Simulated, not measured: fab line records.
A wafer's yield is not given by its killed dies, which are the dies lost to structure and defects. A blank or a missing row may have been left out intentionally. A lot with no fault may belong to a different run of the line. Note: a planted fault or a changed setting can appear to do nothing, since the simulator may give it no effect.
What tool caused it? | flow berkeley cmos170 | 21 wafers from 7 lots sampled at 2 of the route's 331 steps

WHAT THE GAUGES READ, wafer by wafer
UCB170_PVT_TW_MEAS_09.
lot  | measured     | on            | PVT_TW
L549 | day 6 23:35  | film metro-03 | 503 503 501
L550 | day 7 09:29  | film metro-01 | 507 509 505
L554 | day 8 05:40  | film metro-02 | 627 625 628
L556 | day 8 21:29  | film metro-02 | 503 505 508
L564 | day 11 00:28 | film metro-02 | 505 506 503
L566 | day 11 12:58 | film metro-03 | 505 506 504
L567 | day 11 13:15 | film metro-02 | 504 505 503

WHAT TOOL EACH LOT RAN ON (gives the tool, then ch and the chambers of the sampled wafers, and finally the start)
lot  | UCB170_PVT_IMPLANT_07
L549 | implanter-03 ch 0, day 6 23:19
L550 | implanter-03 ch 0, day 7 09:14
L554 | implanter-04 ch 0, day 8 05:06
L556 | implanter-04 ch 0, day 8 21:14
L564 | implanter-03 ch 0, day 11 00:14
L566 | implanter-03 ch 0, day 11 12:44
L567 | implanter-04 ch 0, day 11 13:01
- UCB170_PVT_IMPLANT_07

THE ANSWER, worked out from the rows above alone
Rule: the lots themselves supply what counts as usual. The widest of any qualifying gaps counts: lots, ordered by their means at a reading, are off when they make up no more than a third of the lots, leave a main group of 4 or more, and stand apart from it by 3 or more times the standard deviation of that group's means. If all means in a main group match to the digits the tables above print for the reading, that group is not used. Also off: a lot with no number at a reading for which 4 or more lots have one. The other lots that the step has rows for count as sound.
Off: at UCB170_PVT_TW_MEAS_09 (PVT_TW), L554. The main group: mean 505, standard deviation 1.4.
If a tool, at a process step before that reading, ran all the lots that are off and no sound lot after the first of them, it fits. Those tools and the gauges at UCB170_PVT_TW_MEAS_09 are tried in the same way. Not one of the candidates tried fits.

WHAT WAS PUT IN BY THE SIMULATOR
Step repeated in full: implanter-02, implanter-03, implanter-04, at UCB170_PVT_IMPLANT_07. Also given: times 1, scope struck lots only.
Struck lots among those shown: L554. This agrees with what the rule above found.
